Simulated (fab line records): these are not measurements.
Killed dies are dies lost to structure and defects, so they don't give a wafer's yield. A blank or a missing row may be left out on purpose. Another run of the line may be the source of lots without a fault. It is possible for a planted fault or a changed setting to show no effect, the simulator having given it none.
fab line records	flow rit-cmos
[record] lots = 5	wafers = 15	last-day = 6
route steps=202 shown M1@186
lots that met no fault: taken from a fault-free run of the same line
start-h: start of the lot's first displayed wafer, in hours after the record's first day	wait-h: hours from the lot's prior step to this one	" as in the row above	L1.1+2: several wafers, shown together as one row	- no value present, or no start provided	* or withheld: withheld	< > ~ a bound
route shown NAME@n: a module of which the file shows steps, and the number in the route of the first	usual: mean and standard deviation over wafers with no fault	same: alike in all rows	chamber/n: place in a boat	sites: the reading at each site	_std_site: standard deviation of those values	_edge_site: mean of outer sites minus mean of inner sites	radius-mm: for every site, how far away it sits from the centre of the wafer	mask NAME#n: copy n	behind: tool/chamber where the wafer was last shaped	hold: reason for holding the lot/hours on hold/outcome of the hold	device: transistor that didn't switch, given as n, p or np	end of line: the tests these same wafers got at the end of their route	a step with no rows: only its recipe	killed: at the first sort, the dies lost to defects and structure; wafer yield is something else	map: the dies of a wafer, with x for killed, . for not killed, _ for no die there
set.NAME: the run value of the setting; set.NAME@STEP: its run value at that earlier step	model.NAME: the simulator's own value behind a step, which no gauge read
lots at selected steps of the route; one table per step, one row per wafer
services: from which hour (start-h, from the record's first day; less than 0 if before it) a tool's chamber was out of use, for how many hours, and why
[[steps]]
[step RIT_M1_THK_MEAS_02]
[recipe] thk-meas-gauge = xrf	reads = Al_of_M1_SPUTTER_00
[usual] M1_AL_THK = 393/5.1
lot.wafer	tool	chamber	start-h	wait-h	M1_AL_THK[nm]
L076.2	film-metro-01	-	73.50	0.1	401
L076.5	"	-	"	"	398
L076.6	"	-	"	"	399
L077.1	film-metro-01	-	77.67	0.1	388
L077.5	"	-	"	"	384
L077.6	"	-	"	"	387
L081.2	film-metro-03	-	90.30	0.1	395
L081.3	"	-	"	"	392
L081.5	"	-	"	"	393
L089.2	film-metro-02	-	130.10	0.1	401
L089.4	"	-	"	"	397
L089.6	"	-	"	"	399
L092.2	film-metro-02	-	144.58	0.1	392
L092.4	"	-	"	"	390
L092.5	"	-	"	"	387
[step RIT_M1_HMDS_03]
[recipe] prime-time-s = 60	prime-temp-c = 140
[usual] chill-plate-temp-C = 22.97/0.12	exhaust-pa = 45.2/0.84	resist-line-temp-C = 23.00/0.12
lot.wafer	tool	chamber	start-h	wait-h	chill-plate-temp-C	exhaust-pa	resist-line-temp-C
L076.2	litho-track-02	0	73.57	0.1	23.13	44.0	23.08
L076.5	"	0	"	"	22.87	44.7	22.96
L076.6	"	0	"	"	22.97	44.5	23.05
L077.1	litho-track-02	0	77.78	0.1	23.18	46.1	23.00
L077.5	"	0	"	"	23.02	45.8	22.99
L077.6	"	0	"	"	23.14	46.0	23.13
L081.2	litho-track-03	0	90.37	0.1	23.08	44.9	22.88
L081.3	"	0	"	"	22.95	45.0	22.85
L081.5	"	0	"	"	22.88	45.6	22.90
L089.2	litho-track-03	0	130.17	0.1	22.93	44.0	23.07
L089.4	"	0	"	"	22.83	44.9	22.93
L089.6	"	0	"	"	22.87	45.2	22.98
L092.2	litho-track-02	0	144.66	0.1	22.74	44.8	23.16
L092.4	"	0	"	"	22.85	45.0	22.89
L092.5	"	0	"	"	22.92	46.4	23.06
[step RIT_M1_COAT_04]
[recipe] resist = NOVOLAK	spin-rpm = 2000	resist-thk-nm = 1300
[usual] chill-plate-temp-C = 23.03/0.11	exhaust-pa = 45.0/1	resist-line-temp-C = 23.01/0.096
lot.wafer	tool	chamber	start-h	wait-h	chill-plate-temp-C	exhaust-pa	resist-line-temp-C
L076.2	litho-track-02	0	73.72	0.1	23.01	44.9	23.10
L076.5	"	0	"	"	22.80	43.7	23.20
L076.6	"	0	"	"	22.94	44.5	23.17
L077.1	litho-track-02	0	77.93	0.1	23.16	43.4	23.06
L077.5	"	0	"	"	23.24	45.6	23.03
L077.6	"	0	"	"	23.01	45.5	23.03
L081.2	litho-track-03	0	90.52	0.1	23.08	46.5	23.06
L081.3	"	0	"	"	23.01	46.0	22.96
L081.5	"	0	"	"	23.06	47.2	22.95
L089.2	litho-track-03	0	130.32	0.1	23.17	43.5	23.22
L089.4	"	0	"	"	23.04	44.4	22.93
L089.6	"	0	"	"	23.16	43.3	23.03
L092.2	litho-track-02	0	144.81	0.1	22.89	46.1	23.02
L092.4	"	0	"	"	22.97	46.0	22.89
L092.5	"	0	"	"	22.94	46.6	22.91
[step RIT_M1_SOFTBAKE_05]
[recipe] resist = NOVOLAK	temp-c = 90	time-s = 60
[usual] chill-plate-temp-C = 22.97/0.11	exhaust-pa = 45.0/0.89	resist-line-temp-C = 22.99/0.11
lot.wafer	tool	chamber	start-h	wait-h	chill-plate-temp-C	exhaust-pa	resist-line-temp-C
L076.2	litho-track-02	0	73.87	0.1	22.90	45.2	23.08
L076.5	"	0	"	"	22.74	46.4	23.01
L076.6	"	0	"	"	22.92	46.9	23.14
L077.1	litho-track-02	0	78.08	0.1	22.95	44.1	22.94
L077.5	"	0	"	"	23.06	44.0	22.97
L077.6	"	0	"	"	22.97	43.7	23.01
L081.2	litho-track-03	0	90.67	0.1	22.91	45.9	23.07
L081.3	"	0	"	"	23.01	46.3	23.19
L081.5	"	0	"	"	23.00	45.3	23.20
L089.2	litho-track-03	0	130.47	0.1	22.84	44.7	23.05
L089.4	"	0	"	"	22.97	46.3	22.99
L089.6	"	0	"	"	22.81	45.2	22.86
L092.2	litho-track-02	0	144.96	0.1	22.93	45.0	22.82
L092.4	"	0	"	"	22.91	45.1	22.95
L092.5	"	0	"	"	22.86	43.4	23.16
[step RIT_M1_EXPOSE_06]
[recipe] mask-id = M12	na = 0.6	source-shape = conventional	sigma-outer = 0.5	target-cd-nm = 2600	dose-mj = 250
[same] sigma-outer = 0.5
lot.wafer	tool	chamber	start-h	wait-h	mask
L076.2+5+6	iline-stepper-01	0	74.02	0.1	M12#0
L077.1+5+6	iline-stepper-02	0	78.36	0.2	M12#0
L081.2+3+5	iline-stepper-02	0	90.82	0.1	M12#0
L089.2+4+6	iline-stepper-01	0	130.74	0.2	M12#0
L092.2+4+5	iline-stepper-01	0	145.10	0.1	M12#0
[step RIT_M1_PEB_07]
[recipe] resist = NOVOLAK	temp-c = withheld	time-s = withheld
[usual] chill-plate-temp-C = *	exhaust-pa = 44.9/0.91	resist-line-temp-C = *
lot.wafer	tool	chamber	start-h	wait-h	chill-plate-temp-C	exhaust-pa	resist-line-temp-C
L076.2	litho-track-03	0	74.14	0.1	*	45.5	*
L076.5	"	0	"	"	*	44.6	*
L076.6	"	0	"	"	*	45.0	*
L077.1	litho-track-02	0	78.48	0.1	*	44.6	*
L077.5	"	0	"	"	*	44.4	*
L077.6	"	0	"	"	*	45.8	*
L081.2	litho-track-03	0	90.94	0.1	*	45.9	*
L081.3	"	0	"	"	*	46.3	*
L081.5	"	0	"	"	*	46.3	*
L089.2	litho-track-03	0	130.86	0.1	*	45.3	*
L089.4	"	0	"	"	*	45.1	*
L089.6	"	0	"	"	*	45.4	*
L092.2	litho-track-02	0	145.22	0.1	*	45.5	*
L092.4	"	0	"	"	*	44.3	*
L092.5	"	0	"	"	*	45.7	*
[step RIT_M1_DEVELOP_08]
[recipe] resist = NOVOLAK	develop-time-s = 68	dev-temp-c = 23
[usual] chill-plate-temp-C = 22.98/0.1	exhaust-pa = 45.0/0.94	resist-line-temp-C = 23.00/0.1
lot.wafer	tool	chamber	start-h	wait-h	chill-plate-temp-C	exhaust-pa	resist-line-temp-C
L076.2	litho-track-03	0	-	-	22.96	45.0	22.97
L076.5	"	0	"	"	22.93	44.5	23.01
L076.6	"	0	"	"	23.04	46.1	23.03
L077.1	litho-track-02	0	-	-	23.18	44.9	23.06
L077.5	"	0	"	"	23.21	43.0	22.86
L077.6	"	0	"	"	23.22	45.9	22.95
L081.2	litho-track-03	0	-	-	22.89	42.7	22.85
L081.3	"	0	"	"	23.08	44.0	22.84
L081.5	"	0	"	"	22.99	43.4	22.92
L089.2	litho-track-03	0	-	-	22.98	44.0	23.08
L089.4	"	0	"	"	22.88	46.1	23.05
L089.6	"	0	"	"	22.95	45.1	22.82
L092.2	litho-track-02	0	-	-	23.02	45.8	23.01
L092.4	"	0	"	"	22.87	45.2	22.87
L092.5	"	0	"	"	22.78	45.0	23.00
[step RIT_M1_CD_MEAS_09]
[recipe] target-cd-nm = 2600
[usual] cd-nm = 2599.7/2.2
lot.wafer	tool	chamber	start-h	wait-h	cd-nm
L076.2	cd-sem-01	-	74.45	-	2594.8
L076.5	"	-	"	"	2594.2
L076.6	"	-	"	"	2593.6
L077.1	cd-sem-02	-	78.79	-	2602.8
L077.5	"	-	"	"	2601.9
L077.6	"	-	"	"	2599.8
L081.2	cd-sem-02	-	91.25	-	2601.3
L081.3	"	-	"	"	2601.1
L081.5	"	-	"	"	2599.3
L089.2	cd-sem-01	-	131.17	-	2602.1
L089.4	"	-	"	"	2601.6
L089.6	"	-	"	"	2601.4
L092.2	cd-sem-01	-	145.53	-	2600.3
L092.4	"	-	"	"	2599.9
L092.5	"	-	"	"	2601.2
[step RIT_M1_OVL_MEAS_10]
[usual] M1_OVL = -0.4/1.2
lot.wafer	tool	chamber	start-h	wait-h	M1_OVL[nm]
L076.2	overlay-02	-	74.55	0.1	-1.0
L076.5	"	-	"	"	-0.2
L076.6	"	-	"	"	1.8
L077.1	overlay-01	-	78.91	0.1	0.5
L077.5	"	-	"	"	-1.6
L077.6	"	-	"	"	0.3
L081.2	overlay-02	-	91.35	0.1	0.4
L081.3	"	-	"	"	-1.3
L081.5	"	-	"	"	-1.7
L089.2	overlay-01	-	131.28	0.1	-0.3
L089.4	"	-	"	"	0.3
L089.6	"	-	"	"	-0.8
L092.2	overlay-01	-	145.64	0.1	-1.2
L092.4	"	-	"	"	0.0
L092.5	"	-	"	"	-0.4
[step RIT_M1_HARDBAKE_11]
[recipe] resist = NOVOLAK	temp-c = 140	time-s = 120
[usual] chill-plate-temp-C = 22.99/0.1	exhaust-pa = 44.9/0.91	resist-line-temp-C = 23.01/0.11
lot.wafer	tool	chamber	start-h	wait-h	chill-plate-temp-C	exhaust-pa	resist-line-temp-C
L076.2	litho-track-01	0	74.62	0.1	23.14	45.0	22.88
L076.5	"	0	"	"	23.08	45.8	23.12
L076.6	"	0	"	"	22.98	46.1	23.10
L077.1	litho-track-02	0	78.95	0.0	23.06	45.4	23.03
L077.5	"	0	"	"	23.05	44.8	22.94
L077.6	"	0	"	"	22.94	45.4	22.97
L081.2	litho-track-02	0	91.43	0.1	23.04	44.5	22.92
L081.3	"	0	"	"	22.95	45.4	23.00
L081.5	"	0	"	"	22.99	44.1	23.07
L089.2	litho-track-02	0	131.36	0.1	22.97	43.5	23.09
L089.4	"	0	"	"	23.11	45.6	23.02
L089.6	"	0	"	"	22.87	43.9	23.00
L092.2	litho-track-03	0	145.71	0.1	23.13	46.1	22.97
L092.4	"	0	"	"	23.12	45.5	23.25
L092.5	"	0	"	"	22.94	44.2	23.05
[step RIT_M1_METAL_ETCH_12]
[recipe] stop-on = SiO2	chemistry = Cl2/BCl3	target = Al	time-s = 165	over-etch-frac = 0.5	pressure-mtorr = 100	target-depth-a = 6000	rf-w = 250	Cl2_flow_sccm = 60	bcl3-flow-sccm = 50
[usual] drypump-motor-current-A = 5.7/0.33	oes-product-au = 0.772/0.015	throttle-valve-pct = 8.23/0.1
lot.wafer	tool	chamber	start-h	wait-h	drypump-motor-current-A	oes-product-au	rf-hours-counter-h	throttle-valve-pct
L076.2	rie-metal-01	0	74.83	0.2	5.8	0.783	2	8.34
L076.5	"	0	"	"	5.8	0.777	-	8.38
L076.6	"	1	"	"	6.0	0.776	-	8.24
L077.1	rie-metal-04	0	79.20	0.2	5.7	0.759	1	8.16
L077.5	"	0	"	"	5.7	0.751	-	8.18
L077.6	"	1	"	"	6.0	0.790	-	8.31
L081.2	rie-metal-03	1	91.63	0.2	5.6	0.781	38	8.05
L081.3	"	1	"	"	5.6	0.784	-	8.06
L081.5	"	1	"	"	5.6	0.789	-	8.04
L089.2	rie-metal-03	0	131.56	0.2	4.9	0.775	36	8.18
L089.4	"	0	"	"	5.0	0.757	-	8.19
L089.6	"	1	"	"	5.6	0.784	-	8.03
L092.2	rie-metal-04	1	145.92	0.2	6.0	0.788	2	8.33
L092.4	"	1	"	"	5.9	0.781	-	8.31
L092.5	"	0	"	"	5.6	0.754	-	8.19
[step RIT_M1_STRIP_13]
[recipe] chemistry = nmp	resist = NOVOLAK	temp-c = 80	time-s = 600	dry = n2-spin
lot.wafer	tool	chamber	start-h	wait-h
L076.2+5+6	wet-bench-01	3	74.99	0.1
L077.1+5+6	wet-bench-01	3	79.36	0.1
L081.2+3+5	wet-bench-04	2	91.80	0.1
L089.2+4+6	wet-bench-04	3	131.73	0.1
L092.2+4+5	wet-bench-04	2	146.08	0.1
[step RIT_M1_STRIP_14]
[recipe] chemistry = O2	time-s = 180	platen-temp-c = withheld	power-w = 500	pressure-mtorr = 4000	o2-flow-sccm = 4000
[usual] drypump-motor-current-A = 6.3/0.34	o2-flow-sccm = 3999/11
lot.wafer	tool	chamber	start-h	wait-h	drypump-motor-current-A	o2-flow-sccm	rf-hours-counter-h
L076.2	plasma-asher-03	1	75.17	0.0	6.2	3992	43
L076.5	"	0	"	"	6.6	3999	-
L076.6	"	1	"	"	6.2	3998	-
L077.1	plasma-asher-01	1	79.53	0.0	6.3	4016	43
L077.5	"	1	"	"	6.4	3998	-
L077.6	"	0	"	"	6.3	3985	-
L081.2	plasma-asher-03	0	92.00	0.0	6.6	4005	44
L081.3	"	0	"	"	6.6	4034	-
L081.5	"	1	"	"	6.2	4007	-
L089.2	plasma-asher-04	0	131.90	0.0	6.6	3987	36
L089.4	"	1	"	"	5.7	4014	-
L089.6	"	0	"	"	6.6	3997	-
L092.2	plasma-asher-03	1	146.25	0.0	6.2	3999	50
L092.4	"	0	"	"	6.6	4001	-
L092.5	"	0	"	"	6.6	3995	-
[step RIT_M1_CD_MEAS_90]
[recipe] target-cd-nm = 2600
[usual] cd-nm = 2598/3.9
lot.wafer	tool	chamber	start-h	wait-h	cd-nm
L076.2	cd-sem-02	-	75.36	0.1	2591
L076.5	"	-	"	"	2592
L076.6	"	-	"	"	2593
L077.1	cd-sem-02	-	79.71	0.1	2602
L077.5	"	-	"	"	2600
L077.6	"	-	"	"	2593
L081.2	cd-sem-02	-	92.20	0.1	2602
L081.3	"	-	"	"	2601
L081.5	"	-	"	"	2601
L089.2	cd-sem-01	-	132.10	0.1	2597
L089.4	"	-	"	"	2598
L089.6	"	-	"	"	2604
L092.2	cd-sem-01	-	146.45	0.1	2594
L092.4	"	-	"	"	2594
L092.5	"	-	"	"	2599
[step RIT_M1_ANNEAL_15]
[recipe] temp-c = 450	time-s = 1800	ambient = forming_gas_H2N2
[usual] spike-tc-source-C = 470.4/1.9	tube_center_temp_C_max = 451.15/0.2
lot.wafer	tool	chamber	start-h	wait-h	spike-tc-source-C	tube_center_temp_C_max
L076.2	-	-	75.46	0.1	471.9	451.39
L076.5	"	-	"	"	471.1	450.96
L076.6	"	-	"	"	472.5	451.36
L077.1	-	-	79.83	0.1	471.5	451.06
L077.5	"	-	"	"	470.8	451.15
L077.6	"	-	"	"	472.7	451.39
L081.2	-	-	92.30	0.1	471.2	450.97
L081.3	"	-	"	"	471.5	450.95
L081.5	"	-	"	"	472.1	451.04
L089.2	-	-	132.20	0.1	474.1	450.99
L089.4	"	-	"	"	472.9	450.83
L089.6	"	-	"	"	470.4	450.91
L092.2	-	-	146.55	0.1	467.3	451.18
L092.4	"	-	"	"	468.5	451.00
L092.5	"	-	"	"	469.8	451.52
[step RIT_M1_BOW_MEAS_16]
[recipe] mode = bow
[usual] M1_BOW = 15/6.2
lot.wafer	tool	chamber	start-h	wait-h	M1_BOW[um]
L076.2	film-metro-02	-	76.98	0.0	16
L076.5	"	-	"	"	19
L076.6	"	-	"	"	11
L077.1	film-metro-03	-	81.33	0.0	12
L077.5	"	-	"	"	24
L077.6	"	-	"	"	14
L081.2	film-metro-02	-	93.82	0.0	11
L081.3	"	-	"	"	15
L081.5	"	-	"	"	18
L089.2	film-metro-01	-	133.72	0.0	9
L089.4	"	-	"	"	16
L089.6	"	-	"	"	13
L092.2	film-metro-01	-	148.07	0.0	27
L092.4	"	-	"	"	23
L092.5	"	-	"	"	11
[step RIT_M1_PROBE_99]
[usual] defect-limited-yield = 97.1/1.1	killed-at-front-end = 7/3	killed-dies = 8/3	killed-open = 3.7/2	killed-short = 3.8/2.1	sort_bin_3_pad_short = 0.2/0.28	sort_bin_5_function = 1.6/0.88	sort_bin_6_memory = 1.1/0.67	sort-n-pass = 256/3	sort-yield-pct = 97.1/1.1
[same] gross-dies = 264	killed_at_M0_to_M3 = 0	killed_at_M4_up = 0	killed-at-back-side = 0	killed-at-contacts = 0	killed-at-other = 0
lot.wafer	tool	chamber	start-h	wait-h	defect-limited-yield[%]	killed-at-front-end	killed-dies	killed-open	killed-short	sort_bin_3_pad_short[%]	sort_bin_5_function[%]	sort_bin_6_memory[%]	sort-n-pass	sort-yield-pct[%]
L076.2	prober-01	-	77.13	0.1	98.9	3	3	0	3	0	0.8	0.4	261	98.9
L076.5	prober-01	-	77.28	0.2	94.3	15	15	8	7	0	4.2	1.5	249	94.3
L076.6	prober-01	-	77.33	0.2	96.2	10	10	4	6	0	2.7	1.1	254	96.2
L081.2	prober-02	-	93.97	0.1	97.3	7	7	4	3	0	1.5	1.1	257	97.3
L081.3	prober-02	-	94.02	0.2	98.1	5	5	4	1	0	0.8	1.1	259	98.1
L081.5	prober-02	-	94.12	0.2	98.1	5	5	3	2	0	0.8	1.1	259	98.1
L089.2	prober-02	-	133.87	0.1	97.0	8	8	3	5	0	1.1	1.9	256	97.0
L089.4	prober-02	-	133.97	0.2	98.1	5	5	3	2	0	1.1	0.8	259	98.1
L089.6	prober-02	-	134.07	0.2	99.2	2	2	0	2	0	0.8	0	262	99.2
// killed by level:class
L076.2 GATE:geometric-particle:short=1 SPACER:geometric-particle:short=1 SILICIDE:geometric-particle:short=1
L076.5 GATE:geometric-particle:open=4 SPACER:geometric-particle:short=3 REOX:geometric-particle:short=2 SPACER:geometric-particle:open=2 FOX2:geometric-particle:short=1 REOX:geometric-particle:open=1 SILICIDE:geometric-particle:open=1 SILICIDE:geometric-particle:short=1
L076.6 GATE:geometric-particle:short=3 REOX:geometric-particle:open=3 FOX1:geometric-particle:short=1 FOX2:geometric-particle:short=1 SPACER:geometric-particle:short=1 SPACER:geometric-particle:open=1
L081.2 FOX1:geometric-particle:short=1 FOX1:geometric-particle:open=1 GATE:geometric-particle:open=1 GATE:geometric-particle:short=1 REOX:geometric-particle:open=1 SPACER:geometric-particle:open=1 SILICIDE:geometric-particle:short=1
L081.3 SPACER:geometric-particle:open=2 REOX:geometric-particle:open=1 SPACER:geometric-particle:short=1 SILICIDE:geometric-particle:open=1
L081.5 FOX1:geometric-particle:open=2 FOX1:geometric-particle:short=1 GATE:geometric-particle:short=1 REOX:geometric-particle:open=1
L089.2 GATE:geometric-particle:short=3 GATE:geometric-particle:open=2 REOX:geometric-particle:short=2 SILICIDE:geometric-particle:open=1
L089.4 GATE:geometric-particle:short=1 GATE:geometric-particle:open=1 REOX:geometric-particle:open=1 SPACER:geometric-particle:open=1 SPACER:geometric-particle:short=1
L089.6 GATE:geometric-particle:short=1 SPACER:geometric-particle:short=1
[[services]]
tool	chamber	start-h	hours	kind
plasma-asher-03	-	53.22	1.4	repair
iline-stepper-02	-	63.82	2.4	repair
rie-metal-03	1	69.28	7.1	repair
iline-stepper-01	-	69.80	1.7	pm
iline-stepper-02	-	106.40	6.0	repair
plasma-asher-01	-	108.75	9.0	pm
plasma-asher-01	0	108.75	9.0	vent-cycle
plasma-asher-01	1	108.75	9.0	vent-cycle
plasma-asher-03	-	116.76	2.8	pm
plasma-asher-01	0	117.75	-	clean
plasma-asher-01	1	117.75	-	clean
iline-stepper-01	0	122.01	-	calibration
rie-metal-04	-	130.36	2.8	pm
rie-metal-03	-	136.12	20.0	pm
rie-metal-03	0	136.12	20.0	vent-cycle
rie-metal-03	1	136.12	20.0	vent-cycle
[[key]]
fault none
